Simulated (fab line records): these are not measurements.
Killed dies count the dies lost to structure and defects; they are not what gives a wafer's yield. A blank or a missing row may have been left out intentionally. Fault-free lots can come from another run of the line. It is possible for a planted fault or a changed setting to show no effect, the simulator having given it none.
A lot that was struck, set against a sound lot    flow rit-cmos    21 steps out of a route of 202
Sound: the wafers L473.1, L473.2, L473.3. Struck: wafers L477.1, L477.2, L477.3. The cause comes at the end.
Per side, at each step with rows, come the tool, then ch with its chambers, and then its first start. Under that, the readings that differ: sound wafers    struck wafers    difference of the means    sigmas: that difference in standard deviations of wafers without a fault.
alike: readings with means less than 2 such deviations apart, plus words and numbers identical on both sides. not compared: withheld readings, readings lacking a value on some wafer, bounds such as >300 that could conceal the same value, and numbers that have no deviation in the record and whose values overlap.
A row with sigmas, a row that says differs or no value, or rows on one side alone: a step with any of these is where the two part. Non-overlapping numbers with no deviation appear without sigmas and do not part them. A reading missing from all wafers of one side parts the sides only when that side holds two or more wafers.

first, 6 steps without rows for these wafers: RIT_NSD_HMDS_00 (prime time 60 s); RIT_NSD_COAT_01 (resist thk 1000 nm); RIT_NSD_SOFTBAKE_02 (time 60 s); RIT_NSD_EXPOSE_03 (exposes mask M9, target cd 40700 nm); RIT_NSD_PEB_04; RIT_NSD_DEVELOP_05 (develop time 50 s).
RIT_NSD_OVL_MEAS_06:
  sound on overlay-01, day 3 21:34; struck on overlay-02, day 4 15:31
  alike: NSD_OVL
then, 2 steps without rows for these wafers: RIT_NSD_HARDBAKE_07 (time 60 s); RIT_NSD_IMPLANT_08.
RIT_NSD_STRIP_09: strips in O2, time 180 s.
  sound on plasma-asher-02 ch 0,1, day 3 21:54; struck on plasma-asher-02 ch 0,1, day 4 15:51
  alike: drypump-motor-current-A, rf-refl-power-W
  not compared: rf-hours-counter-h
RIT_NSD_TW_MEAS_10:
  sound on film-metro-02, day 3 22:05; struck on film-metro-03, day 4 16:01
reading  sound           struck          difference  sigmas
NSD_TW   3086 3104 3069  3154 3167 3174  +79         +2
then, 1 step without rows for these wafers: RIT_PSD_HMDS_00 (prime time 60 s).
RIT_PSD_COAT_01: resist thk 1000 nm.
  sound on litho-track-04 ch 0, day 3 22:18; struck on litho-track-04 ch 0, day 4 16:14
reading                                   sound                 struck                difference  sigmas
spin-speed-rpm (rpm)                      3250.2 3250.9 3251.5  3415.1 3414.7 3411.8  +163.0      +78
model.NOVOLAK_of_PSD_COAT_01.thk-nm (nm)  1004 1004 1001        981.7 979.3 982.9     -21.7       
then, 4 steps without rows for these wafers: RIT_PSD_SOFTBAKE_02 (time 60 s); RIT_PSD_EXPOSE_03 (exposes mask M10, target cd 40900 nm); RIT_PSD_PEB_04; RIT_PSD_DEVELOP_05 (develop time 50 s).
RIT_PSD_OVL_MEAS_06:
  sound on overlay-01, day 3 23:00; struck on overlay-02, day 4 17:16
  alike: PSD_OVL
RIT_PSD_HARDBAKE_07: time 60 s.
  sound on litho-track-03 ch 0, day 3 23:14; struck on litho-track-04 ch 0, day 4 17:25
reading                                   sound          struck             difference  sigmas
model.NOVOLAK_of_PSD_COAT_01.thk-nm (nm)  887.7 887 885  867.8 865.7 868.9  -19.1       
then, 1 step without rows for these wafers: RIT_PSD_IMPLANT_08.
RIT_M1_PROBE_99:
  sound on prober-01, day 4 07:27; struck on prober-01, day 5 01:53
  alike: killed-at-contacts, killed-at-front-end, killed-dies, killed-open, killed-short

== WHERE THEY PART ==
Last at RIT_PSD_COAT_01 as far as this record goes, first at RIT_NSD_TW_MEAS_10. Later steps at which nothing parts them and some readings are alike: RIT_PSD_OVL_MEAS_06, RIT_M1_PROBE_99.

WHY: whatever the simulator had introduced
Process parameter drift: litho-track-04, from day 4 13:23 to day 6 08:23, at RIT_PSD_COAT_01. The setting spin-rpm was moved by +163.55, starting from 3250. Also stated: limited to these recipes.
